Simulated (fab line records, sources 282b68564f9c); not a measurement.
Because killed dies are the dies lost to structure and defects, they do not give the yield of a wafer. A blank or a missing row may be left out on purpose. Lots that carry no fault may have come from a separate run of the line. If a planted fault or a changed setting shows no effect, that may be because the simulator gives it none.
fab line records	flow rit-cmos
record lots=14	wafers=42	last-day=7
route steps=202 shown ACTIVE@15 GATE@92 CONTACT@176 M1@202
lots that met no fault: from a run of the same line without faults
start-h: the number of hours between the record's first day and the start of the first shown wafer of the lot	wait-h: how many hours have passed since the lot's step before this one	" same as the row above	L1.1+2: a row that stands for several wafers	- either no value or no given start	* or withheld: withheld	< > ~ a bound
route shown NAME@n: a module of which the file shows steps, and the number in the route of the first	usual: mean and standard deviation over wafers with no fault	same: alike in all rows	chamber/n: place in a boat	sites: each site's reading	_std_site: the standard deviation of these	_edge_site: the outer-site mean with the inner-site mean subtracted	radius-mm: for every site, how far away it sits from the centre of the wafer	mask NAME#n: copy n	behind: tool/chamber where the wafer was last shaped	hold: reason for holding the lot/hours on hold/outcome of the hold	device: the n, p or np transistor that did not switch	end of line: the tests these same wafers got at the end of their route	a step without rows: its recipe alone	killed: dies that structure and defects cost at the first sort, which is not the same as the wafer's yield	map: per-die view of a wafer (x killed, . not killed, _ where there is no die)
set.NAME: the run value of the setting; set.NAME@STEP: its run value at that earlier step	model.NAME: the simulator's own value behind a step, which no gauge read
the route's steps for a sample of lots (tables are steps, rows are wafers)
services: a tool's chamber out of use, with start hour (start-h, from the record's first day; less than 0 if before it), hours out, and reason
## steps
# step RIT_ACTIVE_STRIP_14
# recipe chemistry=O2	time-s=180	resist=NOVOLAK	platen-temp-c=withheld	power-w=500	pressure-mtorr=4000	o2-flow-sccm=4000
# usual drypump-motor-current-A=5.93/0.24
lot.wafer	tool	chamber	start-h	wait-h	drypump-motor-current-A	rf-hours-counter-h
L919.2	plasma-asher-01	0	15.55	0.1	6.30	37
L919.3	"	0	"	"	6.32	-
L919.4	"	1	"	"	5.69	-
L920.1	plasma-asher-01	0	20.00	0.1	6.30	38
L920.2	"	1	"	"	5.72	38
L920.5	"	1	"	"	5.73	-
L923.1	plasma-asher-03	1	34.97	0.1	6.05	39
L923.3	"	1	"	"	6.05	-
L923.4	"	0	"	"	5.59	-
L924.1	plasma-asher-01	1	39.97	0.1	5.70	40
L924.2	"	0	"	"	6.32	40
L924.3	"	0	"	"	6.32	-
L925.2	plasma-asher-02	0	46.44	0.1	5.89	40
L925.3	"	0	"	"	5.85	-
L925.6	"	1	"	"	5.83	-
L926.1	plasma-asher-02	1	50.22	0.1	5.84	41
L926.2	"	0	"	"	5.83	41
L926.3	"	0	"	"	5.89	-
L927.1	plasma-asher-01	1	54.85	0.1	5.76	41
L927.5	"	0	"	"	6.31	-
L927.6	"	1	"	"	5.72	-
L928.2	plasma-asher-03	0	60.02	0.1	5.59	40
L928.4	"	1	"	"	6.04	-
L928.6	"	0	"	"	5.59	-
L929.1	plasma-asher-01	1	64.84	0.1	5.74	43
L929.3	"	0	"	"	6.32	-
L929.5	"	1	"	"	5.71	-
L931.1	plasma-asher-01	1	75.37	0.1	5.69	44
L931.4	"	1	"	"	5.74	-
L931.6	"	0	"	"	6.29	-
L932.1	plasma-asher-01	0	80.37	0.1	6.28	44
L932.4	"	1	"	"	5.74	-
L932.6	"	0	"	"	6.30	-
L940.3	plasma-asher-02	0	119.90	0.1	5.80	-
L940.5	"	1	"	"	5.83	-
L940.6	"	0	"	"	5.84	-
L941.1	plasma-asher-03	1	125.84	0.1	6.06	48
L941.2	"	0	"	"	5.62	48
L941.6	"	1	"	"	6.07	-
L942.1	plasma-asher-02	0	131.33	0.1	5.87	49
L942.3	"	1	"	"	5.84	-
L942.4	"	0	"	"	5.85	-
# step RIT_GATE_CD_MEAS_16
# recipe target-cd-nm=150
# usual cd-nm=149.5/2.4
lot.wafer	tool	chamber	start-h	wait-h	cd-nm
L919.2	cd-sem-01	-	36.60	-	152.3
L919.3	"	-	"	"	149.2
L919.4	"	-	"	"	150.2
L920.1	cd-sem-01	-	41.02	-	149.5
L920.2	"	-	"	"	151.5
L920.5	"	-	"	"	147.3
L923.1	cd-sem-01	-	56.72	-	151.0
L923.3	"	-	"	"	148.9
L923.4	"	-	"	"	148.8
L924.1	cd-sem-01	-	66.09	-	148.6
L924.2	"	-	"	"	148.8
L924.3	"	-	"	"	149.0
L925.2	cd-sem-02	-	67.60	-	150.7
L925.3	"	-	"	"	147.4
L925.6	"	-	"	"	148.5
L926.1	cd-sem-02	-	71.80	-	151.8
L926.2	"	-	"	"	154.4
L926.3	"	-	"	"	152.4
L927.1	cd-sem-02	-	78.37	-	152.2
L927.5	"	-	"	"	151.7
L927.6	"	-	"	"	150.1
L928.2	cd-sem-02	-	81.05	-	143.3
L928.4	"	-	"	"	149.2
L928.6	"	-	"	"	150.3
L929.1	cd-sem-01	-	87.36	-	151.3
L929.3	"	-	"	"	152.8
L929.5	"	-	"	"	154.4
L931.1	cd-sem-01	-	96.82	-	147.6
L931.4	"	-	"	"	149.0
L931.6	"	-	"	"	148.3
L932.1	cd-sem-01	-	106.85	-	149.7
L932.4	"	-	"	"	151.8
L932.6	"	-	"	"	148.7
L940.3	cd-sem-02	-	142.28	-	144.9
L940.5	"	-	"	"	147.4
L940.6	"	-	"	"	145.3
L941.1	cd-sem-02	-	147.26	-	144.6
L941.2	"	-	"	"	144.6
L941.6	"	-	"	"	143.3
L942.1	cd-sem-02	-	154.20	-	154.5
L942.3	"	-	"	"	155.2
L942.4	"	-	"	"	153.5
# step RIT_CONTACT_CD_MEAS_08
# recipe target-cd-nm=1000
# usual cd-nm=1000.4/2.1
lot.wafer	tool	chamber	start-h	wait-h	cd-nm
L919.2	cd-sem-02	-	51.82	-	999.9
L919.3	"	-	"	"	999.3
L919.4	"	-	"	"	998.8
L920.1	cd-sem-02	-	57.07	-	999.2
L920.2	"	-	"	"	1000.7
L920.5	"	-	"	"	998.5
L923.1	cd-sem-01	-	71.72	-	1003.3
L923.3	"	-	"	"	1003.7
L923.4	"	-	"	"	1003.1
L924.1	cd-sem-01	-	81.56	-	998.6
L924.2	"	-	"	"	999.3
L924.3	"	-	"	"	998.7
L925.2	cd-sem-02	-	82.99	-	997.9
L925.3	"	-	"	"	997.9
L925.6	"	-	"	"	997.3
L926.1	cd-sem-02	-	87.02	-	1001.1
L926.2	"	-	"	"	996.6
L926.3	"	-	"	"	999.9
L927.1	cd-sem-02	-	93.90	-	1001.6
L927.5	"	-	"	"	1000.0
L927.6	"	-	"	"	1001.8
L928.2	cd-sem-02	-	95.86	-	1003.4
L928.4	"	-	"	"	1003.7
L928.6	"	-	"	"	1004.9
L929.1	cd-sem-02	-	104.48	-	1000.3
L929.3	"	-	"	"	1000.2
L929.5	"	-	"	"	999.7
L931.1	cd-sem-02	-	113.31	-	993.7
L931.4	"	-	"	"	997.2
L931.6	"	-	"	"	997.8
L932.1	cd-sem-02	-	121.59	-	1002.3
L932.4	"	-	"	"	999.9
L932.6	"	-	"	"	1002.5
L940.3	cd-sem-02	-	158.88	-	1002.6
L940.5	"	-	"	"	1001.8
L940.6	"	-	"	"	1001.3
L941.1	cd-sem-01	-	161.97	-	999.6
L941.2	"	-	"	"	999.5
L941.6	"	-	"	"	997.1
L942.1	cd-sem-01	-	169.84	-	999.3
L942.3	"	-	"	"	999.4
L942.4	"	-	"	"	998.8
# step RIT_CONTACT_CLEAN_13
# recipe chemistry=SC1	mix=3:3:50	time-s=600	temp-c=75
lot.wafer	tool	chamber	start-h	wait-h
L919.2+3+4	wet-bench-02	3	52.59	0.1
L920.1+2+5	wet-bench-01	3	57.87	0.1
L923.1+3+4	wet-bench-02	2	72.62	0.1
L924.1+2+3	wet-bench-01	2	82.36	0.1
L925.2+3+6	wet-bench-02	0	83.76	0.1
L926.1+2+3	wet-bench-02	1	87.82	0.1
L927.1+5+6	wet-bench-02	0	94.70	0.1
L928.2+4+6	wet-bench-01	1	96.64	0.1
L929.1+3+5	wet-bench-01	2	105.28	0.1
L931.1+4+6	wet-bench-03	2	114.11	0.1
L932.1+4+6	wet-bench-01	2	122.38	0.1
L940.3+5+6	wet-bench-01	3	159.65	0.1
L941.1+2+6	wet-bench-01	0	162.76	0.1
L942.1+3+4	wet-bench-03	0	170.63	0.1
# step RIT_M1_PROBE_99
# usual killed-at-contacts=0.1/0.31	killed-at-front-end=7/3.3	killed-dies=7/3.3	killed-on-rim=1.9/1.5	killed-open=3.4/2.2	killed-short=3.5/2
# same gross-dies=264	killed_at_M0_to_M3=0	killed_at_M4_up=0	killed-at-back-side=0	killed-at-other=0
lot.wafer	tool	chamber	start-h	wait-h	hold	killed-at-contacts	killed-at-front-end	killed-dies	killed-on-rim	killed-open	killed-short
L919.2	prober-02	-	57.01	0.1	-	0	7	7	0	5	2
L919.3	prober-02	-	57.06	0.2	-	0	2	2	0	2	0
L919.4	prober-02	-	57.11	0.2	-	0	7	7	3	3	4
L920.1	prober-01	-	62.64	0.1	-	0	14	14	5	8	6
L920.2	prober-01	-	62.69	0.1	-	0	10	10	3	6	4
L920.5	prober-01	-	62.84	0.2	-	0	16	16	2	10	6
L923.1	prober-01	-	77.11	0.1	-	0	4	4	1	3	1
L923.3	prober-01	-	77.21	0.2	-	0	8	8	2	2	6
L923.4	prober-01	-	77.26	0.2	-	0	5	5	2	2	3
L924.1	prober-02	-	86.74	0.1	-	0	11	11	3	6	5
L924.2	prober-02	-	86.79	0.1	-	0	5	5	1	3	2
L924.3	prober-02	-	86.84	0.2	-	0	9	9	2	1	8
L925.2	prober-01	-	88.30	0.1	-	0	3	3	1	3	0
L925.3	prober-01	-	88.35	0.2	-	0	13	13	5	8	5
L925.6	prober-01	-	88.50	0.2	-	0	6	6	0	5	1
L926.1	prober-02	-	92.36	0.1	-	0	5	5	1	4	1
L926.2	prober-02	-	92.41	0.1	-	0	10	10	1	3	7
L926.3	prober-02	-	92.46	0.2	-	0	10	10	1	1	9
L927.1	prober-01	-	100.37	0.1	-	0	7	7	1	3	4
L927.5	prober-01	-	100.57	0.2	-	0	7	7	3	4	3
L927.6	prober-01	-	100.62	0.2	-	0	5	5	1	2	3
L928.2	prober-02	-	106.61	0.1	-	0	16	16	3	11	5
L928.4	prober-02	-	106.71	0.2	-	1	9	10	2	3	7
L928.6	prober-02	-	106.81	0.2	-	0	8	8	0	3	5
L929.1	prober-01	-	109.99	0.1	-	0	7	7	2	5	2
L929.3	prober-01	-	110.09	0.2	-	0	7	7	1	3	4
L929.5	prober-01	-	110.19	0.2	-	0	12	12	4	6	6
L931.1	prober-01	-	118.67	0.1	-	0	5	5	1	2	3
L931.4	prober-01	-	118.82	0.2	-	0	8	8	0	2	5
L931.6	prober-01	-	118.92	0.2	-	0	16	16	8	6	7
L932.1	prober-02	-	126.89	0.1	-	0	9	9	2	2	7
L932.4	prober-02	-	127.04	0.2	-	0	3	3	2	0	3
L932.6	prober-02	-	127.14	0.2	-	0	5	5	1	3	2
L940.3	prober-02	-	164.33	0.2	await-dispo/2.5h/release	19	7	26	8	3	4
L940.5	prober-02	-	164.43	0.2	await-dispo/2.5h/release	25	6	31	12	3	3
L940.6	prober-02	-	164.48	0.2	await-dispo/2.5h/release	26	3	29	11	1	2
L941.1	prober-01	-	167.17	0.1	await-dispo/4.1h/release	39	6	45	11	1	5
L941.2	prober-01	-	167.22	0.1	await-dispo/4.1h/release	35	2	37	9	2	1
L941.6	prober-01	-	167.42	0.2	await-dispo/4.1h/release	37	3	40	9	0	3
L942.1	prober-02	-	175.63	0.1	-	0	3	3	0	1	2
L942.3	prober-02	-	175.73	0.2	-	0	7	7	1	2	5
L942.4	prober-02	-	175.78	0.2	-	0	8	8	1	3	5
# killed by level:class
L919.2 SPACER:geometric-particle:open=3 GATE:geometric-particle:short=2 FOX2:geometric-particle:open=1 GATE:geometric-particle:open=1
L919.3 FOX2:geometric-particle:open=1 GATE:geometric-particle:open=1
L919.4 FOX2:geometric-particle:open=1 GATE:geometric-particle:short=1 REOX:geometric-particle:short=1 SPACER:geometric-particle:open=1 SPACER:geometric-particle:short=1 SILICIDE:geometric-particle:short=1 SILICIDE:geometric-particle:open=1
L920.1 REOX:geometric-particle:open=5 FOX2:geometric-particle:short=2 SPACER:geometric-particle:short=2 FOX2:geometric-particle:open=1 GATE:geometric-particle:short=1 REOX:geometric-particle:short=1 SPACER:geometric-particle:open=1 SILICIDE:geometric-particle:open=1
L920.2 GATE:geometric-particle:open=3 REOX:geometric-particle:open=2 SILICIDE:geometric-particle:short=2 FOX2:geometric-particle:open=1 FOX2:geometric-particle:short=1 GATE:geometric-particle:short=1
L920.5 FOX2:geometric-particle:open=3 GATE:geometric-particle:open=3 REOX:geometric-particle:open=3 GATE:geometric-particle:short=2 SPACER:geometric-particle:short=2 FOX1:geometric-particle:short=1 REOX:geometric-particle:short=1 SILICIDE:geometric-particle:open=1
L923.1 FOX1:geometric-particle:open=1 FOX2:geometric-particle:short=1 GATE:geometric-particle:open=1 SPACER:geometric-particle:open=1
L923.3 SPACER:geometric-particle:short=2 FOX1:geometric-particle:short=1 FOX2:geometric-particle:open=1 FOX2:geometric-particle:short=1 GATE:geometric-particle:short=1 GATE:geometric-particle:open=1 REOX:geometric-particle:short=1
L923.4 GATE:geometric-particle:short=2 FOX2:geometric-particle:open=1 REOX:geometric-particle:short=1 REOX:geometric-particle:open=1
L924.1 GATE:geometric-particle:open=5 GATE:geometric-particle:short=3 REOX:geometric-particle:short=1 SILICIDE:geometric-particle:short=1 SILICIDE:geometric-particle:open=1
L924.2 GATE:geometric-particle:open=3 ACTIVE:geometric-particle:short=1 SPACER:geometric-particle:short=1
L924.3 SPACER:geometric-particle:short=4 GATE:geometric-particle:short=3 FOX1:geometric-particle:short=1 SILICIDE:geometric-particle:open=1
L925.2 GATE:geometric-particle:open=2 FOX2:geometric-particle:open=1
L925.3 GATE:geometric-particle:open=4 REOX:geometric-particle:open=4 REOX:geometric-particle:short=2 GATE:geometric-particle:short=1 SPACER:geometric-particle:short=1 SILICIDE:geometric-particle:short=1
L925.6 GATE:geometric-particle:open=2 FOX1:geometric-particle:open=1 GATE:geometric-particle:short=1 REOX:geometric-particle:open=1 SPACER:geometric-particle:open=1
L926.1 GATE:geometric-particle:open=2 FOX2:geometric-particle:open=1 GATE:geometric-particle:short=1 SILICIDE:geometric-particle:open=1
L926.2 FOX1:geometric-particle:short=2 GATE:geometric-particle:short=2 GATE:geometric-particle:open=2 REOX:geometric-particle:short=1 SPACER:geometric-particle:short=1 SPACER:geometric-particle:open=1 SILICIDE:geometric-particle:short=1
L926.3 GATE:geometric-particle:short=3 FOX1:geometric-particle:short=2 SILICIDE:geometric-particle:short=2 REOX:geometric-particle:short=1 SPACER:geometric-particle:short=1 SILICIDE:geometric-particle:open=1
L927.1 GATE:geometric-particle:short=2 GATE:geometric-particle:open=2 FOX1:geometric-particle:short=1 FOX2:geometric-particle:short=1 SILICIDE:geometric-particle:open=1
L927.5 GATE:geometric-particle:open=2 FOX1:geometric-particle:short=1 FOX1:geometric-particle:open=1 FOX2:geometric-particle:open=1 SPACER:geometric-particle:short=1 SILICIDE:geometric-particle:short=1
L927.6 FOX2:geometric-particle:open=2 ACTIVE:geometric-particle:short=1 FOX1:geometric-particle:short=1 SILICIDE:geometric-particle:short=1
L928.2 REOX:geometric-particle:open=4 FOX1:geometric-particle:open=3 FOX1:geometric-particle:short=2 GATE:geometric-particle:short=2 GATE:geometric-particle:open=2 SPACER:geometric-particle:open=2 FOX2:geometric-particle:short=1
L928.4 GATE:geometric-particle:open=2 SILICIDE:geometric-particle:short=2 FOX1:geometric-particle:open=1 FOX1:geometric-particle:short=1 GATE:geometric-particle:short=1 REOX:geometric-particle:short=1 SPACER:geometric-particle:short=1 CONTACT:geometric-particle:short=1
L928.6 REOX:geometric-particle:short=3 GATE:geometric-particle:open=2 FOX2:geometric-particle:short=1 GATE:geometric-particle:short=1 REOX:geometric-particle:open=1
L929.1 REOX:geometric-particle:open=2 SPACER:geometric-particle:open=2 GATE:geometric-particle:open=1 SPACER:geometric-particle:short=1 SILICIDE:geometric-particle:short=1
L929.3 GATE:geometric-particle:open=2 REOX:geometric-particle:short=2 FOX1:geometric-particle:short=1 FOX2:geometric-particle:short=1 FOX2:geometric-particle:open=1
L929.5 GATE:geometric-particle:short=3 FOX1:geometric-particle:short=1 FOX1:geometric-particle:open=1 FOX2:geometric-particle:open=1 FOX2:geometric-particle:short=1 GATE:geometric-particle:open=1 REOX:geometric-particle:open=1 SPACER:geometric-particle:open=1
L931.1 FOX2:geometric-particle:open=1 GATE:geometric-particle:short=1 REOX:geometric-particle:short=1 SILICIDE:geometric-particle:open=1 SILICIDE:geometric-particle:short=1
L931.4 REOX:geometric-particle:short=3 GATE:geometric-particle:open=1 GATE:geometric-particle:short=1 REOX:geometric-particle:open=1 SILICIDE:geometric-particle:short=1 NWELL:coat-microbubble-printed=1
L931.6 GATE:geometric-particle:short=5 FOX1:geometric-particle:open=2 NLDD:coat-microbubble-printed=2 FOX1:geometric-particle:short=1 GATE:geometric-particle:open=1 REOX:geometric-particle:short=1 REOX:geometric-particle:open=1 SPACER:geometric-particle:open=1
L932.1 GATE:geometric-particle:short=3 GATE:geometric-particle:open=2 FOX1:geometric-particle:short=1 FOX2:geometric-particle:short=1 REOX:geometric-particle:short=1 SILICIDE:geometric-particle:short=1
L932.4 GATE:geometric-particle:short=2 SILICIDE:geometric-particle:short=1
L932.6 FOX1:geometric-particle:open=2 FOX1:geometric-particle:short=1 GATE:geometric-particle:short=1 SPACER:geometric-particle:open=1
L940.3 CONTACT:unspecified=19 REOX:geometric-particle:short=3 GATE:geometric-particle:open=1 REOX:geometric-particle:open=1 SPACER:geometric-particle:short=1 SPACER:geometric-particle:open=1
L940.5 CONTACT:unspecified=25 FOX1:geometric-particle:short=2 FOX2:geometric-particle:open=2 GATE:geometric-particle:short=1 REOX:geometric-particle:open=1
L940.6 CONTACT:unspecified=26 SPACER:geometric-particle:short=2 REOX:geometric-particle:open=1
L941.1 CONTACT:unspecified=39 FOX1:geometric-particle:short=2 GATE:geometric-particle:short=2 GATE:geometric-particle:open=1 SPACER:geometric-particle:short=1
L941.2 CONTACT:unspecified=34 FOX1:geometric-particle:short=1 REOX:geometric-particle:open=1 CONTACT:geometric-particle:open=1
L941.6 CONTACT:unspecified=37 SPACER:geometric-particle:short=2 FOX1:geometric-particle:short=1
L942.1 SILICIDE:geometric-particle:short=2 SILICIDE:geometric-particle:open=1
L942.3 GATE:geometric-particle:short=3 REOX:geometric-particle:short=2 FOX2:geometric-particle:open=1 REOX:geometric-particle:open=1
L942.4 SILICIDE:geometric-particle:short=2 FOX2:geometric-particle:open=1 GATE:geometric-particle:open=1 GATE:geometric-particle:short=1 REOX:geometric-particle:short=1 SPACER:geometric-particle:open=1 SPACER:geometric-particle:short=1
## services
tool	chamber	start-h	hours	kind
plasma-asher-02	-	14.94	0.9	repair
plasma-asher-03	-	37.01	14.6	pm
plasma-asher-01	-	46.03	5.1	repair
plasma-asher-02	-	51.44	2.8	pm
plasma-asher-01	-	105.73	12.0	repair
plasma-asher-01	-	117.71	9.0	pm
plasma-asher-01	0	117.71	9.0	vent-cycle
plasma-asher-01	1	117.71	9.0	vent-cycle
plasma-asher-01	0	126.71	-	clean
plasma-asher-01	1	126.71	-	clean
## key
first-sign step=RIT_M1_PROBE_99	reading=killed-at-contacts	direction=up	sigmas=30	usual=0.1	struck=30.2
effect step=RIT_M1_PROBE_99	reading=killed-dies	direction=up	sigmas=8.5	usual=7	struck=35
met-at RIT_CONTACT_CLEAN_13
struck-lots L940,L941
tester-left-out L940,L941
not-acting-at RIT_ACTIVE_STRIP_14,RIT_GATE_CD_MEAS_16,RIT_CONTACT_CD_MEAS_08
onset-between 122.38 159.65
fault kind=chamber-particle-source	tool=wet-bench-01	chamber=-	onset-h=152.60	steps=RIT_CONTACT_CLEAN_13	rate-per-visit-cm2=1.5805	end-h=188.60
# tester-left-out: of these lots the tester's yield and bins aren't shown, on N5 and GAA mostly nor the transistor test; their killed dies are dies lost to structure and defects alone, not to doping, threshold or leakage, so they don't give the yield
